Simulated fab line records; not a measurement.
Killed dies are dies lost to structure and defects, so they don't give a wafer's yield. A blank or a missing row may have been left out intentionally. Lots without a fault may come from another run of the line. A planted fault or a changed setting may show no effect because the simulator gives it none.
fab line records + flow rit-cmos
[record]
- lots = 14
- wafers = 42
- last-day = 7
route steps=202 shown GATE@84 M1@202
lots that met no fault: from a run of the same line without faults
start-h: hours from the record's first day to the start of the lot's first wafer shown + wait-h: hours elapsed since this lot's preceding step + " same as the row above + L1.1+2: several wafers, shown together as one row + - no value, or no start given + * or withheld: withheld + < > ~ a bound
route shown NAME@n: names a module that has steps shown in the file, with the first one's number in the route + usual: average and standard deviation across the fault-free wafers + same: alike in all rows + chamber/n: place in a boat + sites: per-site readings + _std_site: the values' standard deviation + _edge_site: outer sites' mean less inner sites' + radius-mm: how far each site lies from the wafer's centre + mask NAME#n: copy n + behind: the tool/chamber that last shaped the wafer + hold: reason for holding the lot/hours on hold/outcome of the hold + device: names the non-switching transistor (n, p or np) + end of line: tests run on the same wafers once the route is complete + step lacking rows: just its recipe + killed: count of dies lost to structure and defects at first sort (not the wafer's yield) + map: per-die view of a wafer (x killed, . not killed, _ where there is no die)
set.NAME: the setting that was run; set.NAME@STEP: the one run at that earlier step + model.NAME: the simulator's own value behind a step, which no gauge read
route steps across a sampled set of lots; one table per step, one row per wafer
services: the hour from which a tool's chamber was out of use, counted from the record's first day as start-h (under 0 if before that day), plus the number of hours and why
[[steps]]
[step RIT_GATE_CVD_08]
[recipe]
- material = poly-Si
- target-thk-nm = 250
- temp-c = 610
- precursor = SiH4
- time-s = 2220
- pressure-mtorr = 300
- sih4-flow-sccm = 100
[usual]
- spike-tc-centre-C = 612.7/1
- spike-tc-load-C = 631.2/2
- spike-tc-source-C = 630.5/1.7
- susceptor-temp-C = 610.0/0.32
- zone-power-centre-pct = 26.3/2.2
| lot.wafer | tool     | chamber | start-h | wait-h | spike-tc-centre-C | spike-tc-load-C | spike-tc-source-C | susceptor-temp-C | zone-power-centre-pct |
|-----------|----------|---------|---------|--------|-------------------|-----------------|-------------------|------------------|-----------------------|
| L139.1    | lpcvd-02 | 0       | 37.36   | 0.1    | 613.9             | 631.0           | 630.3             | 609.8            | 27.2                  |
| L139.2    | "        | 0       | "       | "      | 613.3             | 630.9           | 630.4             | 610.1            | 27.7                  |
| L139.4    | "        | 0       | "       | "      | 613.3             | 631.7           | 631.4             | 610.0            | 27.8                  |
| L140.2    | lpcvd-02 | 0       | 40.13   | 0.0    | 613.0             | 630.2           | 627.9             | 610.3            | 27.4                  |
| L140.4    | "        | 0       | "       | "      | 614.1             | 631.9           | 632.6             | 610.7            | 27.2                  |
| L140.6    | "        | 0       | "       | "      | 612.6             | 630.4           | 631.6             | 610.7            | 27.4                  |
| L141.4    | lpcvd-01 | 1       | 49.19   | 0.0    | 612.5             | 635.9           | 631.0             | 610.2            | 23.4                  |
| L141.5    | "        | 1       | "       | "      | 615.2             | 635.0           | 629.2             | 609.6            | 23.1                  |
| L141.6    | "        | 1       | "       | "      | 613.6             | 632.4           | 631.7             | 610.1            | 23.3                  |
| L142.1    | lpcvd-02 | 0       | 50.62   | 0.2    | 614.0             | 630.1           | 631.7             | 610.2            | 27.3                  |
| L142.4    | "        | 0       | "       | "      | 612.2             | 631.1           | 629.8             | 609.5            | 27.1                  |
| L142.6    | "        | 0       | "       | "      | 612.3             | 632.3           | 629.2             | 609.9            | 27.6                  |
| L143.1    | lpcvd-01 | 0       | 58.32   | 0.1    | 614.2             | 630.9           | 631.7             | 610.7            | 28.4                  |
| L143.3    | "        | 0       | "       | "      | 613.8             | 628.6           | 631.4             | 610.1            | 28.1                  |
| L143.6    | "        | 0       | "       | "      | 612.0             | 628.3           | 631.3             | 610.0            | 28.5                  |
| L144.4    | lpcvd-02 | 1       | 63.28   | 0.0    | 613.9             | 632.1           | 626.2             | 610.0            | 22.1                  |
| L144.5    | "        | 1       | "       | "      | 614.0             | 632.5           | 625.5             | 610.2            | 21.9                  |
| L144.6    | "        | 1       | "       | "      | 614.7             | 632.0           | 626.3             | 609.9            | 21.8                  |
| L145.1    | lpcvd-01 | 0       | 69.75   | 0.1    | 614.2             | 628.0           | 631.4             | 609.6            | 28.6                  |
| L145.3    | "        | 0       | "       | "      | 612.9             | 628.2           | 629.4             | 609.3            | 28.1                  |
| L145.5    | "        | 0       | "       | "      | 612.9             | 629.9           | 631.6             | 609.8            | 28.1                  |
| L146.1    | lpcvd-02 | 0       | 74.75   | 0.1    | 611.8             | 631.2           | 632.7             | 609.7            | 27.5                  |
| L146.3    | "        | 0       | "       | "      | 612.3             | 630.1           | 631.5             | 609.8            | 26.9                  |
| L146.4    | "        | 0       | "       | "      | 612.4             | 630.5           | 633.4             | 609.4            | 27.5                  |
| L147.4    | lpcvd-01 | 1       | 82.64   | 0.0    | 613.5             | 633.6           | 630.2             | 610.0            | 23.3                  |
| L147.5    | "        | 1       | "       | "      | 610.9             | 634.8           | 631.2             | 609.7            | 23.8                  |
| L147.6    | "        | 1       | "       | "      | 613.3             | 633.6           | 630.3             | 610.1            | 23.3                  |
| L148.3    | lpcvd-01 | 0       | 84.83   | 0.0    | 612.8             | 630.7           | 631.4             | 609.9            | 28.3                  |
| L148.4    | "        | 0       | "       | "      | 613.4             | 629.4           | 633.2             | 610.2            | 28.1                  |
| L148.6    | "        | 0       | "       | "      | 612.9             | 629.4           | 629.7             | 609.8            | 28.5                  |
| L149.2    | lpcvd-01 | 0       | 87.25   | 0.6    | 612.6             | 629.4           | 630.8             | 610.2            | 28.6                  |
| L149.4    | "        | 0       | "       | "      | 613.1             | 631.6           | 631.6             | 609.8            | 28.3                  |
| L149.5    | "        | 0       | "       | "      | 612.1             | 628.6           | 630.4             | 609.4            | 28.2                  |
| L154.1    | lpcvd-02 | 0       | 112.94  | 0.1    | 626.9             | 645.5           | 646.2             | 625.7            | 27.6                  |
| L154.2    | "        | 0       | "       | "      | 626.2             | 646.1           | 645.6             | 625.7            | 28.0                  |
| L154.4    | "        | 0       | "       | "      | 626.9             | 646.2           | 645.0             | 624.6            | 28.2                  |
| L157.1    | lpcvd-02 | 0       | 128.53  | 1.2    | 627.2             | 647.4           | 648.0             | 624.8            | 28.3                  |
| L157.2    | "        | 0       | "       | "      | 627.7             | 645.7           | 645.1             | 625.0            | 28.4                  |
| L157.4    | "        | 0       | "       | "      | 626.5             | 646.6           | 647.9             | 625.1            | 27.9                  |
| L159.3    | lpcvd-01 | 0       | 140.24  | 0.0    | 610.9             | 630.9           | 631.2             | 610.0            | 28.4                  |
| L159.5    | "        | 0       | "       | "      | 613.1             | 630.4           | 630.0             | 609.9            | 28.4                  |
| L159.6    | "        | 0       | "       | "      | 614.2             | 628.5           | 632.3             | 609.8            | 28.8                  |
[step RIT_GATE_THK_MEAS_09]
[recipe]
- reads = poly-Si_of_GATE_CVD_08
[usual]
- GATE_POLY_THK = 250.8/2.6
| lot.wafer | tool          | chamber | start-h | wait-h | GATE_POLY_THK[nm] |
|-----------|---------------|---------|---------|--------|-------------------|
| L139.1    | film-metro-01 | -       | 38.98   | 0.0    | 249.4             |
| L139.2    | "             | -       | "       | "      | 251.1             |
| L139.4    | "             | -       | "       | "      | 251.6             |
| L140.2    | film-metro-01 | -       | 41.76   | 0.0    | 253.3             |
| L140.4    | "             | -       | "       | "      | 252.9             |
| L140.6    | "             | -       | "       | "      | 251.1             |
| L141.4    | film-metro-01 | -       | 50.83   | 0.0    | 252.1             |
| L141.5    | "             | -       | "       | "      | 252.4             |
| L141.6    | "             | -       | "       | "      | 250.1             |
| L142.1    | film-metro-02 | -       | 52.24   | 0.0    | 255.6             |
| L142.4    | "             | -       | "       | "      | 255.4             |
| L142.6    | "             | -       | "       | "      | 255.2             |
| L143.1    | film-metro-02 | -       | 59.94   | 0.0    | 249.6             |
| L143.3    | "             | -       | "       | "      | 248.6             |
| L143.6    | "             | -       | "       | "      | 251.2             |
| L144.4    | film-metro-01 | -       | 64.93   | 0.0    | 250.2             |
| L144.5    | "             | -       | "       | "      | 250.1             |
| L144.6    | "             | -       | "       | "      | 251.7             |
| L145.1    | film-metro-03 | -       | 71.37   | 0.0    | 250.0             |
| L145.3    | "             | -       | "       | "      | 250.7             |
| L145.5    | "             | -       | "       | "      | 250.7             |
| L146.1    | film-metro-02 | -       | 76.37   | 0.0    | 250.9             |
| L146.3    | "             | -       | "       | "      | 250.4             |
| L146.4    | "             | -       | "       | "      | 249.8             |
| L147.4    | film-metro-03 | -       | 84.29   | 0.0    | 255.1             |
| L147.5    | "             | -       | "       | "      | 256.3             |
| L147.6    | "             | -       | "       | "      | 254.0             |
| L148.3    | film-metro-01 | -       | 87.27   | 0.0    | 254.7             |
| L148.4    | "             | -       | "       | "      | 254.3             |
| L148.6    | "             | -       | "       | "      | 254.7             |
| L149.2    | film-metro-03 | -       | 88.88   | 0.0    | 247.4             |
| L149.4    | "             | -       | "       | "      | 248.6             |
| L149.5    | "             | -       | "       | "      | 248.8             |
| L154.1    | film-metro-02 | -       | 114.55  | 0.0    | 358.4             |
| L154.2    | "             | -       | "       | "      | 362.0             |
| L154.4    | "             | -       | "       | "      | 359.9             |
| L157.1    | film-metro-02 | -       | 130.15  | 0.0    | 352.8             |
| L157.2    | "             | -       | "       | "      | 353.9             |
| L157.4    | "             | -       | "       | "      | 353.0             |
| L159.3    | film-metro-03 | -       | 141.87  | 0.0    | 246.9             |
| L159.5    | "             | -       | "       | "      | 246.6             |
| L159.6    | "             | -       | "       | "      | 247.9             |
[step RIT_GATE_ETCH_19]
[recipe]
- chemistry = SF6/CHF3/O2
- time-s = 165
- SF6_flow_sccm = 30
- CHF3_flow_sccm = 30
- O2_flow_sccm = 5
- target = poly-Si
- pressure-mtorr = 40
- rf-w = 160
- target-depth-a = 3125
- over-etch-frac = 0.25
- stop-on = SiO2
[usual]
- drypump-motor-current-A = 5.43/0.21
- oes-product-au = 0.851/0.014
- throttle-valve-pct = 10.33/0.17
| lot.wafer | tool      | chamber | start-h | wait-h | drypump-motor-current-A | oes-product-au | rf-hours-counter-h | throttle-valve-pct |
|-----------|-----------|---------|---------|--------|-------------------------|----------------|--------------------|--------------------|
| L139.1    | rie-si-02 | 2       | 40.43   | 0.1    | 5.55                    | 0.852          | 64                 | 10.10              |
| L139.2    | "         | 0       | "       | "      | 5.66                    | 0.843          | 1                  | 10.38              |
| L139.4    | "         | 3       | "       | "      | 5.15                    | 0.864          | 85                 | 10.50              |
| L140.2    | rie-si-01 | 1       | 42.97   | 0.1    | 5.60                    | 0.868          | 161                | 10.51              |
| L140.4    | "         | 2       | "       | "      | 5.17                    | 0.862          | 95                 | 9.96               |
| L140.6    | "         | 2       | "       | "      | 5.18                    | 0.850          | -                  | 9.98               |
| L141.4    | rie-si-02 | 0       | 52.14   | 0.1    | 5.66                    | 0.852          | 1                  | 10.37              |
| L141.5    | "         | 0       | "       | "      | 5.66                    | 0.857          | -                  | 10.36              |
| L141.6    | "         | 1       | "       | "      | 5.71                    | 0.829          | -                  | 10.33              |
| L142.1    | rie-si-01 | 1       | 53.58   | 0.1    | 5.61                    | 0.864          | 161                | 10.51              |
| L142.4    | "         | 0       | "       | "      | 5.21                    | 0.870          | 80                 | 10.34              |
| L142.6    | "         | 1       | "       | "      | 5.60                    | 0.870          | -                  | 10.50              |
| L143.1    | rie-si-02 | 0       | 61.16   | 0.1    | 5.66                    | 0.845          | 1                  | 10.35              |
| L143.3    | "         | 1       | "       | "      | 5.67                    | 0.815          | 158                | 10.34              |
| L143.6    | "         | 1       | "       | "      | 5.67                    | 0.823          | -                  | 10.33              |
| L144.4    | rie-si-01 | 2       | 66.19   | 0.1    | 5.14                    | 0.852          | -                  | 9.96               |
| L144.5    | "         | 3       | "       | "      | 5.53                    | 0.828          | -                  | 10.44              |
| L144.6    | "         | 0       | "       | "      | 5.21                    | 0.858          | -                  | 10.34              |
| L145.1    | rie-si-02 | 1       | 72.80   | 0.1    | 5.68                    | 0.815          | 158                | 10.32              |
| L145.3    | "         | 2       | "       | "      | 5.53                    | 0.858          | 64                 | 10.12              |
| L145.5    | "         | 3       | "       | "      | 5.17                    | 0.868          | -                  | 10.49              |
| L146.1    | rie-si-01 | 2       | 77.87   | 0.1    | 5.19                    | 0.851          | 95                 | 9.98               |
| L146.3    | "         | 0       | "       | "      | 5.20                    | 0.863          | 80                 | 10.35              |
| L146.4    | "         | 2       | "       | "      | 5.18                    | 0.852          | -                  | 9.97               |
| L147.4    | rie-si-02 | 3       | 85.66   | 0.1    | 5.18                    | 0.875          | -                  | 10.50              |
| L147.5    | "         | 0       | "       | "      | 5.66                    | 0.858          | -                  | 10.37              |
| L147.6    | "         | 2       | "       | "      | 5.58                    | 0.875          | -                  | 10.11              |
| L148.3    | rie-si-01 | 3       | 88.47   | 0.1    | 5.52                    | 0.838          | 1                  | 10.44              |
| L148.4    | "         | 2       | "       | "      | 5.15                    | 0.856          | 95                 | 9.97               |
| L148.6    | "         | 0       | "       | "      | 5.19                    | 0.854          | -                  | 10.33              |
| L149.2    | rie-si-02 | 3       | 90.08   | 0.1    | 5.19                    | 0.856          | 86                 | 10.52              |
| L149.4    | "         | 2       | "       | "      | 5.56                    | 0.856          | -                  | 10.12              |
| L149.5    | "         | 3       | "       | "      | 5.18                    | 0.858          | -                  | 10.50              |
| L154.1    | rie-si-01 | 3       | 116.05  | 0.1    | 5.54                    | 0.973          | 2                  | 10.43              |
| L154.2    | "         | 0       | "       | "      | 5.21                    | 0.994          | 80                 | 10.34              |
| L154.4    | "         | 0       | "       | "      | 5.21                    | 0.984          | -                  | 10.34              |
| L157.1    | rie-si-02 | 1       | 131.36  | 0.1    | 5.66                    | 0.993          | 0                  | 10.33              |
| L157.2    | "         | 2       | "       | "      | 5.56                    | 1.004          | 65                 | 10.13              |
| L157.4    | "         | 0       | "       | "      | 5.66                    | 1.006          | 2                  | 10.35              |
| L159.3    | rie-si-02 | 0       | 143.07  | 0.1    | 5.67                    | 0.837          | 2                  | 10.38              |
| L159.5    | "         | 3       | "       | "      | 5.15                    | 0.861          | -                  | 10.51              |
| L159.6    | "         | 2       | "       | "      | 5.58                    | 0.862          | -                  | 10.11              |
[step RIT_M1_PROBE_99]
[usual]
- killed-at-front-end = 7/3
- killed-dies = 7/3
- killed-on-rim = 1.8/1.5
- killed-open = 3.3/1.8
- killed-short = 3.3/2.2
[same]
- gross-dies = 264
- killed_at_M0_to_M3 = 0
- killed_at_M4_up = 0
- killed-at-back-side = 0
- killed-at-contacts = 0
- killed-at-other = 0
| lot.wafer | tool      | chamber | start-h | wait-h | killed-at-front-end | killed-dies | killed-on-rim | killed-open | killed-short |
|-----------|-----------|---------|---------|--------|---------------------|-------------|---------------|-------------|--------------|
| L139.1    | prober-01 | -       | 63.70   | 0.1    | 4                   | 4           | 1             | 4           | 0            |
| L139.2    | prober-01 | -       | 63.75   | 0.1    | 3                   | 3           | 2             | 0           | 3            |
| L139.4    | prober-01 | -       | 63.85   | 0.2    | 4                   | 4           | 1             | 2           | 2            |
| L140.2    | prober-02 | -       | 65.25   | 0.1    | 3                   | 3           | 2             | 3           | 0            |
| L140.4    | prober-02 | -       | 65.35   | 0.2    | 4                   | 4           | 2             | 3           | 1            |
| L140.6    | prober-02 | -       | 65.45   | 0.2    | 6                   | 6           | 1             | 3           | 3            |
| L141.4    | prober-01 | -       | 71.76   | 0.2    | 7                   | 7           | 1             | 5           | 2            |
| L141.5    | prober-01 | -       | 71.81   | 0.2    | 8                   | 8           | 3             | 5           | 3            |
| L141.6    | prober-01 | -       | 71.86   | 0.2    | 3                   | 3           | 1             | 2           | 1            |
| L142.1    | prober-02 | -       | 74.20   | 0.1    | 2                   | 2           | 1             | 1           | 1            |
| L142.4    | prober-02 | -       | 74.35   | 0.2    | 11                  | 11          | 4             | 3           | 8            |
| L142.6    | prober-02 | -       | 74.45   | 0.2    | 4                   | 4           | 1             | 3           | 1            |
| L143.1    | prober-01 | -       | 81.25   | 0.1    | 3                   | 3           | 0             | 1           | 2            |
| L143.3    | prober-01 | -       | 81.35   | 0.2    | 5                   | 5           | 1             | 2           | 3            |
| L143.6    | prober-01 | -       | 81.50   | 0.2    | 5                   | 5           | 0             | 1           | 4            |
| L144.4    | prober-02 | -       | 86.77   | 0.2    | 7                   | 7           | 2             | 2           | 5            |
| L144.5    | prober-02 | -       | 86.82   | 0.2    | 4                   | 4           | 1             | 4           | 0            |
| L144.6    | prober-02 | -       | 86.87   | 0.2    | 9                   | 9           | 4             | 5           | 4            |
| L145.1    | prober-01 | -       | 100.77  | 0.1    | 4                   | 4           | 1             | 1           | 3            |
| L145.3    | prober-01 | -       | 100.87  | 0.2    | 6                   | 6           | 0             | 3           | 3            |
| L145.5    | prober-01 | -       | 100.97  | 0.2    | 5                   | 5           | 0             | 3           | 2            |
| L146.1    | prober-02 | -       | 100.77  | 0.1    | 5                   | 5           | 3             | 3           | 2            |
| L146.3    | prober-02 | -       | 100.87  | 0.2    | 9                   | 9           | 0             | 5           | 4            |
| L146.4    | prober-02 | -       | 100.92  | 0.2    | 4                   | 4           | 2             | 3           | 1            |
| L147.4    | prober-02 | -       | 106.04  | 0.2    | 7                   | 7           | 2             | 3           | 4            |
| L147.5    | prober-02 | -       | 106.09  | 0.2    | 9                   | 9           | 4             | 4           | 5            |
| L147.6    | prober-02 | -       | 106.14  | 0.2    | 5                   | 5           | 0             | 2           | 3            |
| L148.3    | prober-01 | -       | 109.28  | 0.2    | 8                   | 8           | 0             | 6           | 2            |
| L148.4    | prober-01 | -       | 109.33  | 0.2    | 9                   | 9           | 3             | 4           | 5            |
| L148.6    | prober-01 | -       | 109.43  | 0.2    | 8                   | 8           | 0             | 4           | 4            |
| L149.2    | prober-02 | -       | 111.44  | 0.1    | 6                   | 6           | 2             | 4           | 2            |
| L149.4    | prober-02 | -       | 111.54  | 0.2    | 8                   | 8           | 3             | 5           | 3            |
| L149.5    | prober-02 | -       | 111.59  | 0.2    | 8                   | 8           | 1             | 2           | 6            |
| L154.1    | prober-01 | -       | 140.48  | 0.1    | 264                 | 264         | 70            | 2           | 2            |
| L154.2    | prober-01 | -       | 140.53  | 0.1    | 264                 | 264         | 70            | 3           | 2            |
| L154.4    | prober-01 | -       | 140.63  | 0.2    | 264                 | 264         | 70            | 1           | 3            |
| L157.1    | prober-02 | -       | 152.46  | 0.1    | 264                 | 264         | 70            | 2           | 6            |
| L157.2    | prober-02 | -       | 152.51  | 0.1    | 264                 | 264         | 70            | 4           | 1            |
| L157.4    | prober-02 | -       | 152.61  | 0.2    | 264                 | 264         | 70            | 4           | 4            |
| L159.3    | prober-02 | -       | 163.10  | 0.2    | 8                   | 8           | 2             | 4           | 4            |
| L159.5    | prober-02 | -       | 163.20  | 0.2    | 12                  | 12          | 3             | 4           | 8            |
| L159.6    | prober-02 | -       | 163.25  | 0.2    | 7                   | 7           | 2             | 4           | 3            |
// killed by level:class
L139.1 SILICIDE:geometric-particle:open=2 FOX1:geometric-particle:open=1 SPACER:geometric-particle:open=1
L139.2 SPACER:geometric-particle:short=2 FOX2:geometric-particle:short=1
L139.4 GATE:geometric-particle:short=1 GATE:geometric-particle:open=1 SPACER:geometric-particle:short=1 SILICIDE:geometric-particle:open=1
L140.2 GATE:geometric-particle:open=2 FOX1:geometric-particle:open=1
L140.4 GATE:geometric-particle:open=2 GATE:geometric-particle:short=1 REOX:geometric-particle:open=1
L140.6 GATE:geometric-particle:short=1 GATE:geometric-particle:open=1 REOX:geometric-particle:short=1 REOX:geometric-particle:open=1 SPACER:geometric-particle:open=1 SILICIDE:geometric-particle:short=1
L141.4 REOX:geometric-particle:open=3 GATE:geometric-particle:short=1 GATE:geometric-particle:open=1 SPACER:geometric-particle:short=1 SILICIDE:geometric-particle:open=1
L141.5 GATE:geometric-particle:short=2 FOX2:geometric-particle:open=1 GATE:geometric-particle:open=1 REOX:geometric-particle:open=1 SPACER:geometric-particle:open=1 SPACER:geometric-particle:short=1 SILICIDE:geometric-particle:open=1
L141.6 FOX2:geometric-particle:short=1 GATE:geometric-particle:open=1 SPACER:geometric-particle:open=1
L142.1 FOX2:geometric-particle:open=1 GATE:geometric-particle:short=1
L142.4 FOX2:geometric-particle:short=3 FOX1:geometric-particle:open=1 FOX1:geometric-particle:short=1 FOX2:geometric-particle:open=1 GATE:geometric-particle:short=1 REOX:geometric-particle:short=1 SPACER:geometric-particle:short=1 SILICIDE:geometric-particle:open=1
L142.6 FOX1:geometric-particle:open=2 REOX:geometric-particle:short=1 SPACER:geometric-particle:open=1
L143.1 GATE:geometric-particle:open=1 GATE:geometric-particle:short=1 REOX:geometric-particle:short=1
L143.3 FOX1:geometric-particle:short=2 REOX:geometric-particle:open=1 SPACER:geometric-particle:open=1 SPACER:geometric-particle:short=1
L143.6 FOX1:geometric-particle:short=2 FOX2:geometric-particle:short=1 GATE:geometric-particle:open=1 SILICIDE:geometric-particle:short=1
L144.4 SILICIDE:geometric-particle:short=2 FOX1:geometric-particle:short=1 FOX2:geometric-particle:open=1 GATE:geometric-particle:short=1 FOX2:geometric-particle:short=1 SILICIDE:geometric-particle:open=1
L144.5 GATE:geometric-particle:open=2 FOX2:geometric-particle:open=1 SILICIDE:geometric-particle:open=1
L144.6 FOX1:geometric-particle:open=2 FOX1:geometric-particle:short=1 FOX2:geometric-particle:short=1 GATE:geometric-particle:short=1 GATE:geometric-particle:open=1 REOX:geometric-particle:open=1 SPACER:geometric-particle:open=1 SILICIDE:geometric-particle:short=1
L145.1 GATE:geometric-particle:short=2 FOX1:geometric-particle:short=1 GATE:geometric-particle:open=1
L146.1 FOX1:geometric-particle:short=2 GATE:geometric-particle:open=2 REOX:geometric-particle:open=1
L145.3 SPACER:geometric-particle:open=2 FOX1:geometric-particle:open=1 FOX1:geometric-particle:short=1 GATE:geometric-particle:short=1 SPACER:geometric-particle:short=1
L146.3 GATE:geometric-particle:open=3 FOX1:geometric-particle:open=2 FOX2:geometric-particle:short=2 GATE:geometric-particle:short=1 SPACER:geometric-particle:short=1
L146.4 GATE:geometric-particle:open=2 SPACER:geometric-particle:short=1 SPACER:geometric-particle:open=1
L145.5 FOX1:geometric-particle:short=1 FOX1:geometric-particle:open=1 FOX2:geometric-particle:open=1 REOX:geometric-particle:open=1 SILICIDE:geometric-particle:short=1
L147.4 GATE:geometric-particle:open=3 FOX1:geometric-particle:short=1 GATE:geometric-particle:short=1 SPACER:geometric-particle:short=1 SILICIDE:geometric-particle:short=1
L147.5 GATE:geometric-particle:short=3 FOX1:geometric-particle:open=1 FOX2:geometric-particle:short=1 GATE:geometric-particle:open=1 SPACER:geometric-particle:open=1 SILICIDE:geometric-particle:short=1 SILICIDE:geometric-particle:open=1
L147.6 GATE:geometric-particle:short=2 GATE:geometric-particle:open=2 SPACER:geometric-particle:short=1
L148.3 SPACER:geometric-particle:open=2 SILICIDE:geometric-particle:open=2 FOX1:geometric-particle:open=1 GATE:geometric-particle:open=1 GATE:geometric-particle:short=1 REOX:geometric-particle:short=1
L148.4 REOX:geometric-particle:open=2 SPACER:geometric-particle:short=2 FOX1:geometric-particle:short=1 FOX1:geometric-particle:open=1 GATE:geometric-particle:short=1 GATE:geometric-particle:open=1 SILICIDE:geometric-particle:short=1
L148.6 GATE:geometric-particle:open=2 GATE:geometric-particle:short=2 FOX1:geometric-particle:short=1 FOX1:geometric-particle:open=1 REOX:geometric-particle:open=1 SPACER:geometric-particle:short=1
L149.2 REOX:geometric-particle:open=2 FOX1:geometric-particle:short=1 FOX1:geometric-particle:open=1 GATE:geometric-particle:short=1 GATE:geometric-particle:open=1
L149.4 GATE:geometric-particle:short=2 SPACER:geometric-particle:open=2 FOX1:geometric-particle:open=1 GATE:geometric-particle:open=1 REOX:geometric-particle:open=1 SPACER:geometric-particle:short=1
L149.5 GATE:geometric-particle:short=3 FOX2:geometric-particle:short=2 FOX1:geometric-particle:open=1 FOX1:geometric-particle:short=1 GATE:geometric-particle:open=1
L154.1 GATE:area-etch=260 GATE:geometric-particle:short=2 FOX1:geometric-particle:open=1 SILICIDE:geometric-particle:open=1
L154.2 GATE:area-etch=259 FOX1:geometric-particle:short=1 FOX1:geometric-particle:open=1 GATE:geometric-particle:short=1 REOX:geometric-particle:open=1 SILICIDE:geometric-particle:open=1
L154.4 GATE:area-etch=260 FOX1:geometric-particle:short=1 GATE:geometric-particle:short=1 GATE:geometric-particle:open=1 SILICIDE:geometric-particle:short=1
L157.1 GATE:area-etch=256 SPACER:geometric-particle:short=4 SPACER:geometric-particle:open=2 REOX:geometric-particle:short=1 SILICIDE:geometric-particle:short=1
L157.2 GATE:area-etch=259 GATE:geometric-particle:open=2 ACTIVE:geometric-particle:open=1 FOX1:geometric-particle:open=1 SILICIDE:geometric-particle:short=1
L157.4 GATE:area-etch=256 SILICIDE:geometric-particle:short=3 SPACER:geometric-particle:open=2 REOX:geometric-particle:open=1 REOX:geometric-particle:short=1 SILICIDE:geometric-particle:open=1
L159.3 REOX:geometric-particle:short=2 FOX1:geometric-particle:open=1 FOX2:geometric-particle:short=1 FOX2:geometric-particle:open=1 GATE:geometric-particle:short=1 SPACER:geometric-particle:open=1 SILICIDE:geometric-particle:open=1
L159.5 GATE:geometric-particle:short=5 FOX1:geometric-particle:open=2 REOX:geometric-particle:short=2 REOX:geometric-particle:open=2 FOX1:geometric-particle:short=1
L159.6 SPACER:geometric-particle:open=2 FOX1:geometric-particle:open=1 FOX2:geometric-particle:short=1 SPACER:geometric-particle:short=1 SILICIDE:geometric-particle:short=1 SILICIDE:geometric-particle:open=1
[[services]]
| tool      | chamber | start-h | hours | kind           |
|-----------|---------|---------|-------|----------------|
| rie-si-02 | 0       | 15.77   | 9.1   | repair         |
| rie-si-01 | 1       | 57.88   | -     | clean          |
| rie-si-01 | 1       | 57.88   | 21.3  | scheduled-down |
| rie-si-01 | 1       | 57.88   | 21.3  | vent-cycle     |
| rie-si-02 | 1       | 74.53   | -     | clean          |
| rie-si-02 | 1       | 74.53   | 19.0  | scheduled-down |
| rie-si-02 | 1       | 74.53   | 19.0  | vent-cycle     |
| rie-si-02 | 3       | 86.12   | 2.4   | repair         |
| rie-si-01 | 1       | 112.03  | 5.1   | repair         |
| rie-si-01 | 2       | 122.64  | 1.0   | repair         |
[[key]]
[first-sign]
- step = RIT_GATE_CVD_08
- reading = susceptor-temp-C
- direction = up
- sigmas = 47
- usual = *
- struck = *
[effect]
- step = RIT_GATE_CVD_08
- reading = spike-tc-centre-C
- direction = up
- sigmas = 14
- usual = 612.7
- struck = 626.9
[effect]
- step = RIT_GATE_THK_MEAS_09
- reading = GATE_POLY_THK
- direction = up
- sigmas = 41
- usual = 250.8
- struck = 356.7
[effect]
- step = RIT_GATE_ETCH_19
- reading = oes-product-au
- direction = up
- sigmas = 10
- usual = 0.851
- struck = 0.992
[effect]
- step = RIT_M1_PROBE_99
- reading = killed-dies
- direction = up
- sigmas = 86
- usual = 7
- struck = 264
[more-kills-born-at]
- RIT_GATE_ETCH_19@rie-si-01 = 779
- RIT_GATE_ETCH_19@rie-si-02 = 771
met-at RIT_GATE_CVD_08
struck-lots L154,L157
struck-wafers L154.1,L154.2,L154.4,L157.1,L157.2,L157.4
later-rows-left-out L154.1,L154.2,L154.4,L157.1,L157.2,L157.4
tester-left-out L154,L157
onset-between 74.75 112.94
[fault]
- kind = process-parameter-drift
- tool = lpcvd-02
- chamber = 0
- onset-h = 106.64
- steps = RIT_GATE_CVD_08
- channel = temp-c
- offset = *
- shape = step
- end-h = 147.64
- acts-in = *
- stated = *
// tester-left-out: of these lots the tester's yield and bins aren't shown, on N5 and GAA mostly nor the transistor test; their killed dies are dies lost to structure and defects alone, not to doping, threshold or leakage, so they don't give the yield
// later-rows-left-out: the simulator's readings of these wafers behind a module that went badly wrong aren't trusted and aren't shown, but for the sort
